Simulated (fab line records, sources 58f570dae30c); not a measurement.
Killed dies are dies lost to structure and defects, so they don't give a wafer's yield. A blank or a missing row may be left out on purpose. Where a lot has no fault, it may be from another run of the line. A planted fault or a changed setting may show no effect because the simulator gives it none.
Which tool was responsible?	flow berkeley cmos170	14 lots with 42 wafers sampled at 5 steps, on a route of 331 steps

== WHAT THE GAUGES SHOWED, per wafer ==
UCB170_SPACER_THK_MEAS_01. Usual: SPACER_TEOS_THK 376 nm, standard deviation 5.3.
lot	measured	on	SPACER_TEOS_THK (nm)	flag
L606	day 7 05:39	film metro-04	374 373 383	
L608	day 7 19:09	film metro-02	377 377 379	
L607	day 7 19:28	film metro-03	379 377 376	
L609	day 7 19:43	film metro-02	364 379 372	
L610	day 8 04:37	film metro-03	373 380 380	
L611	day 8 04:43	film metro-02	376 379 377	
L616	day 9 09:02	film metro-03	379 378 382	
L617	day 9 18:45	film metro-03	369 375 374	
L622	day 10 07:54	film metro-04	371 372 373	
L621	day 10 10:16	film metro-02	369 381 383	
L619	day 10 10:17	film metro-04	375 377 378	
L623	day 10 21:01	film metro-03	373 376 382	
L628	day 11 20:33	film metro-03	371 372 378	
L627	day 11 20:54	film metro-02	370 374 378	

UCB170_V2_THK_MEAS_01. Usual: V2_TEOS_THK 2005 nm, standard deviation 27.
lot	measured	on	V2_TEOS_THK (nm)	flag
L606	day 8 11:08	film metro-04	2029 2014 2044	
L608	day 9 05:49	film metro-01	2057 2050 2089	
L607	day 9 02:01	film metro-03	1991 1991 2001	
L609	day 9 05:59	film metro-04	2008 2014 2028	
L610	day 9 11:49	film metro-01	1547 2027 2018	OFF
L611	day 9 10:02	film metro-04	1983 2010 2017	
L616	day 10 09:57	film metro-01	1975 1989 2002	
L617	day 10 19:35	film metro-01	1979 1536 1991	OFF
L622	day 11 09:11	film metro-03	2001 2017 2024	
L621	day 11 10:41	film metro-03	1977 2005 2011	
L619	day 11 12:21	film metro-01	1995 1985 1997	
L623	day 12 03:35	film metro-03	1980 1977 1998	
L628	day 12 23:50	film metro-04	1953 1985 2015	
L627	day 13 00:12	film metro-04	1975 2022 2027	

UCB170_V2_CD_MEAS_12 targets a cd of 700 nm. Usual: cd nm at 700.2 nm, with a standard deviation of 1.3.
lot	measured	on	cd nm (nm)	flag
L606	day 8 13:45	cd sem-01	700.3 701.8 701.4	
L608	day 9 07:56	cd sem-01	700.5 700.0 699.3	
L607	day 9 03:43	cd sem-01	697.5 698.8 698.3	
L609	day 9 08:10	cd sem-02	699.7 700.5 699.1	
L610	day 9 14:11	cd sem-01	698.7 700.1 699.7	
L611	day 9 12:10	cd sem-02	698.2 697.5 698.8	
L616	day 10 11:49	cd sem-01	699.5 698.3 699.2	
L617	day 10 21:29	cd sem-01	699.4 698.8 698.7	
L622	day 11 11:07	cd sem-01	701.8 702.2 702.3	
L621	day 11 12:43	cd sem-02	700.9 701.0 704.1	
L619	day 11 15:07	cd sem-02	701.8 701.9 703.0	
L623	day 12 05:11	cd sem-01	700.8 701.3 699.0	
L628	day 13 02:12	cd sem-02	701.9 702.4 703.0	
L627	day 13 02:26	cd sem-02	701.7 700.5 701.5	

UCB170_M3_OVL_MEAS_16. Usual: M3_OVL -6 nm, standard deviation 5.3.
lot	measured	on	M3_OVL (nm)	flag
L606	day 8 18:10	overlay-01	5 -8 1	
L608	day 9 12:05	overlay-01	1 -7 -2	
L607	day 9 06:43	overlay-01	-13 -11 -4	
L609	day 9 12:08	overlay-01	-2 -3 -8	
L610	day 9 17:51	overlay-01	-14 -10 -15	
L611	day 9 15:35	overlay-01	-10 -6 -6	
L616	day 10 14:50	overlay-01	2 9 -1	
L617	day 11 00:04	overlay-01	-14 -1 -10	
L622	day 11 14:16	overlay-01	0 -3 -1	
L621	day 11 18:21	overlay-02	-11 -3 0	
L619	day 11 19:50	overlay-01	-16 -12 -17	
L623	day 12 07:46	overlay-02	-1 -1 -7	
L628	day 13 07:40	overlay-02	-8 -7 -9	
L627	day 13 07:47	overlay-02	-1 -12 -7	

== EACH LOT AND THE TOOL THAT RAN IT (in order: tool; ch and the chambers of the sampled wafers; start) ==
lot	UCB170_V2_CVD_00
L606	pecvd-02 ch 0,1, day 8 10:58
L608	pecvd-02 ch 0,2, day 9 05:38
L607	pecvd-03 ch 0,1,2, day 9 01:54
L609	pecvd-03 ch 0,1,2, day 9 05:49
L610	pecvd-03 ch 0,1,2, day 9 11:40
L611	pecvd-01 ch 0,1, day 9 09:52
L616	pecvd-01 ch 0,2, day 10 09:48
L617	pecvd-03 ch 0,1,2, day 10 19:25
L622	pecvd-02 ch 0,1,2, day 11 09:02
L621	pecvd-01 ch 0,1, day 11 10:32
L619	pecvd-01 ch 0,1,2, day 11 12:14
L623	pecvd-01 ch 0,2, day 12 03:26
L628	pecvd-02 ch 0,2, day 12 23:41
L627	pecvd-01 ch 0,1,2, day 13 00:02
- UCB170_V2_CVD_00: deposits SiO2 from TEOS/O2, target thk 2000 nm, time 250 s.

== WHAT THE TOOLS THEMSELVES READ (means of the sampled wafers that have a number; where no wafer has one, the mark that the record gives instead) ==
UCB170_V2_CVD_00. Usual: heater power w 264 W, standard deviation 59; pressure mtorr 9001 mTorr, standard deviation 17; run length s 277.9 s, standard deviation 0.38.
lot	tool	heater power w (W)	pressure mtorr (mTorr)	run length s (s)	flag
L606	pecvd-02	218	9008	277.5	
L608	pecvd-02	294	8985	278.1	
L607	pecvd-03	277	9005	278.1	
L609	pecvd-03	238	9006	278.3	
L610	pecvd-03	302	9007	259.3	OFF
L611	pecvd-01	273	8989	277.6	
L616	pecvd-01	280	8985	277.8	
L617	pecvd-03	259	9010	259.4	OFF
L622	pecvd-02	267	9001	277.9	
L621	pecvd-01	257	9002	278.2	
L619	pecvd-01	225	9012	277.6	
L623	pecvd-01	249	9007	277.7	
L628	pecvd-02	243	8996	277.7	
L627	pecvd-01	316	9013	277.6	

== THE ANSWER, worked out from the rows above alone ==
Rule: a lot counts as off when the mean over its wafers that have a number is more than 3 standard deviations away from the usual mean. A lot without any number at a reading at which 4 lots or more have one is off too. Any other lot the step has rows for is counted as sound. First the gauges in route order, then the tools' own readings, where a lot's mean is used as printed above. The first step at which some lot is off is used, and at that step the reading that is off furthest; a lot without a number counts as furthest.
Off: at UCB170_V2_THK_MEAS_01 (V2_TEOS_THK), L610, L617.
A tool fits if, at a process step before that reading, it ran every lot that is off, and no sound lot after the first of them. Not tried: the gauges at UCB170_V2_THK_MEAS_01; whatever is off there is also off at UCB170_V2_CVD_00, on other tools, and gauge error can't account for it. One fits: UCB170_V2_CVD_00 on pecvd-03. A fault onset in the window from L609 (day 9 05:49, its last sound lot) to L610 (day 9 11:40, its first lot off) fits.
On the lots that are off, the tool's own readings at UCB170_V2_CVD_00 differ by more than 5 times the standard deviation of the sound lots' means, which bears it out; run length s reads 259.4 s there versus 277.8 s on the sound lots.

== WHAT HAD BEEN PUT IN BY THE SIMULATOR ==
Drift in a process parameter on pecvd-03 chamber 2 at UCB170_V2_CVD_00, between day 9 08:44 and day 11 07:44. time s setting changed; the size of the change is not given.
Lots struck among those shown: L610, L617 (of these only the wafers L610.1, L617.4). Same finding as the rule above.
